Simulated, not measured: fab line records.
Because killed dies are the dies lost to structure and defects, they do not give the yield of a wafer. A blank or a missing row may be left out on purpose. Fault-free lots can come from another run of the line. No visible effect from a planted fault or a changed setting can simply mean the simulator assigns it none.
Split-lot experiment -- flow rit cmos -- 23 wafers read across 5 lots, on a route 202 steps long

== THE SPLIT ITSELF ==
At RIT_NLDD_IMPLANT_08, the setting energy kev was moved away from the recipe's 20 on 5 of the 23 wafers read, by -4.3% to +4.6%. The other wafers ran this setting at the recipe's value.

The reading comes from the split's own step.

== THE READING ==
The simulator's own value implant.drp nm, read by no gauge, in nm at RIT_NLDD_IMPLANT_08. The file does not state a usual value for it.

wafer,"tool, chamber at the split",energy kev as run,against the recipe,"implant.drp nm, nm",against lot-mates on the recipe
L077.1,"implanter-04, 0",20,recipe,12.97,-
L077.2,"implanter-04, 0",20,recipe,12.97,-
L077.3,"implanter-04, 0",20,recipe,12.97,-
L077.4,"implanter-04, 0",20,recipe,12.97,-
L077.6,"implanter-04, 0",20,recipe,12.97,-
L079.1,"implanter-04, 0",20.93,+4.6%,13.33,+0.36
L079.2,"implanter-04, 0",20.93,+4.6%,13.33,+0.36
L079.4,"implanter-04, 0",20.93,+4.6%,13.33,+0.36
L079.5,"implanter-04, 0",20,recipe,12.97,-
L079.6,"implanter-04, 0",20,recipe,12.97,-
L080.1,"implanter-01, 0",20,recipe,12.97,-
L080.4,"implanter-01, 0",20,recipe,12.97,-
L080.5,"implanter-01, 0",20,recipe,12.97,-
L081.1,"implanter-01, 0",20,recipe,12.97,-
L081.2,"implanter-01, 0",20,recipe,12.97,-
L081.4,"implanter-01, 0",20,recipe,12.97,-
L081.5,"implanter-01, 0",20,recipe,12.97,-
L081.6,"implanter-01, 0",20,recipe,12.97,-
L085.1,"implanter-01, 0",20,recipe,12.97,-
L085.2,"implanter-01, 0",20,recipe,12.97,-
L085.5,"implanter-01, 0",20,recipe,12.97,-
L085.3,"implanter-01, 0",19.14,-4.3%,12.63,-0.34
L085.6,"implanter-01, 0",19.14,-4.3%,12.63,-0.34

THE FIT
A straight line over all 23 wafers: implant.drp nm changes by +0.0781 nm for each +1% of energy kev; r = +1.00; the points scatter about the line by 0.0016 nm.
The same after taking each lot's own level away (the mean of its wafers on the recipe; 23 wafers): +0.0781 nm for each +1%; r = +1.00; scatter 0.0016 nm.
The reading moves by 0.36 nm for the largest change in energy kev, on that fit.
The lots' own levels span 12.970 to 12.970 nm.
Hence the lot-to-lot level has little effect on the slope; both slopes agree.
Check: +0.363 nm against its lot-mates is what the line predicts for one of the wafers moved furthest among these (+4.6%) when that wafer is left out of the fit. Against them it came out at +0.36 nm.

== THE OTHER SPLITS THESE WAFERS WENT THROUGH ==
Note: prior to the reading, these wafers also went through further splits. Each is held against what the fit with the lots' levels taken away leaves over:
other split on the same wafers,wafers away from the commonest value,r with implant.drp nm (lot level and that fit taken away)
RIT_ACTIVE_CVD_03 time s,15,-0.49
RIT_ACTIVE_DEVELOP_10 develop time s,5,-0.23
RIT_NWELL_SOFTBAKE_02 temp c,8,+0.22
RIT_PWELL_IMPLANT_08 dose cm2,7,-0.09
RIT_NRETRO_IMPLANT_08 dose cm2,11,+0.04
RIT_GATE_EXPOSE_13 dose mj,8,+0.07
RIT_REOX_OXIDATION_03 temp c,18,+0.30

== THE WHOLE CHAIN: every reading that the file lists as answering this split, in the file's order ==
step,what it does,reading,change (the file's fit),r (the file's)
RIT_NLDD_IMPLANT_08,,"implant.rp nm (the simulator's own value, which no gauge read)",+0.189 nm for each +1% of the setting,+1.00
RIT_NLDD_IMPLANT_08,,"implant.drp nm (the simulator's own value, which no gauge read)",+0.0782 nm for each +1% of the setting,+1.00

== THE FILE'S OWN FIT ==
implant.drp nm changes by +0.0782 nm for each +1% of energy kev, r = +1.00.
